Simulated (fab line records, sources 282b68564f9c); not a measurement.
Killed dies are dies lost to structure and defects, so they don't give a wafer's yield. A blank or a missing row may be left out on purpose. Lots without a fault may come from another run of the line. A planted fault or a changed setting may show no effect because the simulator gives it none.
Which tool did it? | flow rit_cmos | 14 lots, 42 wafers sampled, at 2 steps of a route of 202

WHAT THE GAUGES READ, wafer by wafer
RIT_ACTIVE_CD_MEAS_11: target cd 1400 nm. Usual: cd_nm 1400.9 nm, standard deviation 2.6.
lot  | measured    | on        | cd_nm (nm)           | flag
L417 | day 1 19:36 | cd_sem-01 | 1400.5 1401.0 1399.3 |
L418 | day 2 01:13 | cd_sem-01 | 1404.2 1405.9 1403.9 |
L419 | day 2 05:39 | cd_sem-01 | 1396.9 1398.2 1395.9 |
L421 | day 2 15:34 | cd_sem-01 | 1408.0 1409.0 1405.2 |
L423 | day 3 01:38 | cd_sem-02 | 1403.5 1404.3 1404.1 |
L424 | day 3 06:28 | cd_sem-02 | 1407.7 1407.9 1407.9 |
L425 | day 3 11:43 | cd_sem-01 | 1405.5 1406.5 1405.0 |
L431 | day 4 17:26 | cd_sem-01 | 1399.8 1398.8 1399.2 |
L434 | day 5 09:52 | cd_sem-01 | 1397.9 1399.2 1399.9 |
L435 | day 5 14:35 | cd_sem-02 | 1402.7 1401.9 1402.1 |
L436 | day 5 18:48 | cd_sem-01 | 1398.6 1398.9 1397.3 |
L437 | day 5 23:49 | cd_sem-01 | 1396.2 1400.1 1399.0 |
L438 | day 6 07:21 | cd_sem-02 | 1400.3 1398.4 1399.1 |
L439 | day 6 10:19 | cd_sem-02 | 1400.9 1401.0 1401.8 |

WHICH TOOL RAN EACH LOT (tool, then ch and the chambers of the sampled wafers, then the start)
lot  | RIT_ACTIVE_DEVELOP_10
L417 | litho_track-02 ch 0, day 1 19:00
L418 | litho_track-04 ch 0, day 2 01:00
L419 | litho_track-02 ch 0, day 2 05:00
L421 | litho_track-02 ch 0, day 2 15:00
L423 | litho_track-03 ch 0, day 3 01:00
L424 | litho_track-02 ch 0, day 3 06:00
L425 | litho_track-03 ch 0, day 3 11:00
L431 | litho_track-03 ch 0, day 4 17:00
L434 | litho_track-04 ch 0, day 5 09:00
L435 | litho_track-02 ch 0, day 5 14:00
L436 | litho_track-04 ch 0, day 5 18:00
L437 | litho_track-03 ch 0, day 5 23:00
L438 | litho_track-02 ch 0, day 6 07:00
L439 | litho_track-03 ch 0, day 6 10:00
- RIT_ACTIVE_DEVELOP_10: develop time 50 s.

WHAT THE TOOLS THEMSELVES READ (means of the sampled wafers that have a number; where no wafer has one, the mark that the record gives instead)
RIT_ACTIVE_DEVELOP_10. Usual: chill_plate_temp_C 22.97 C, standard deviation 0.099; developer_temp_C 22.98 C, standard deviation 0.12.
lot  | tool           | chill_plate_temp_C (C) | developer_temp_C (C) | flag
L417 | litho_track-02 | 23.02                  | 23.01                |
L418 | litho_track-04 | 22.82                  | 22.84                |
L419 | litho_track-02 | 23.01                  | 22.97                |
L421 | litho_track-02 | 22.88                  | 25.30                | OFF
L423 | litho_track-03 | 22.95                  | 22.90                |
L424 | litho_track-02 | 23.06                  | 25.22                | OFF
L425 | litho_track-03 | 23.03                  | 22.91                |
L431 | litho_track-03 | 23.02                  | 22.91                |
L434 | litho_track-04 | 23.05                  | 23.20                |
L435 | litho_track-02 | 23.03                  | 23.12                |
L436 | litho_track-04 | 23.00                  | 23.01                |
L437 | litho_track-03 | 22.95                  | 23.04                |
L438 | litho_track-02 | 22.92                  | 22.78                |
L439 | litho_track-03 | 23.02                  | 22.95                |

THE ANSWER, worked out from the rows above alone
Rule: a lot is off if the mean of its wafers that have a number lies more than 3 standard deviations from the usual mean. A lot without any number at a reading at which 4 lots or more have one is off too. The other lots that the step has rows for count as sound. The gauges are gone through in route order, then the tools' own readings, and for those a lot's mean is taken as printed above. The first step at which some lot is off is used, and at that step the reading that is off furthest; a lot without a number counts as furthest.
Off: L421, L424, at RIT_ACTIVE_DEVELOP_10 (developer_temp_C).
A tool fits if, at that step or a process step before it, it ran every lot that is off, and no sound lot after the first of them. None of those tried fits.

WHAT THE SIMULATOR HAD PUT IN
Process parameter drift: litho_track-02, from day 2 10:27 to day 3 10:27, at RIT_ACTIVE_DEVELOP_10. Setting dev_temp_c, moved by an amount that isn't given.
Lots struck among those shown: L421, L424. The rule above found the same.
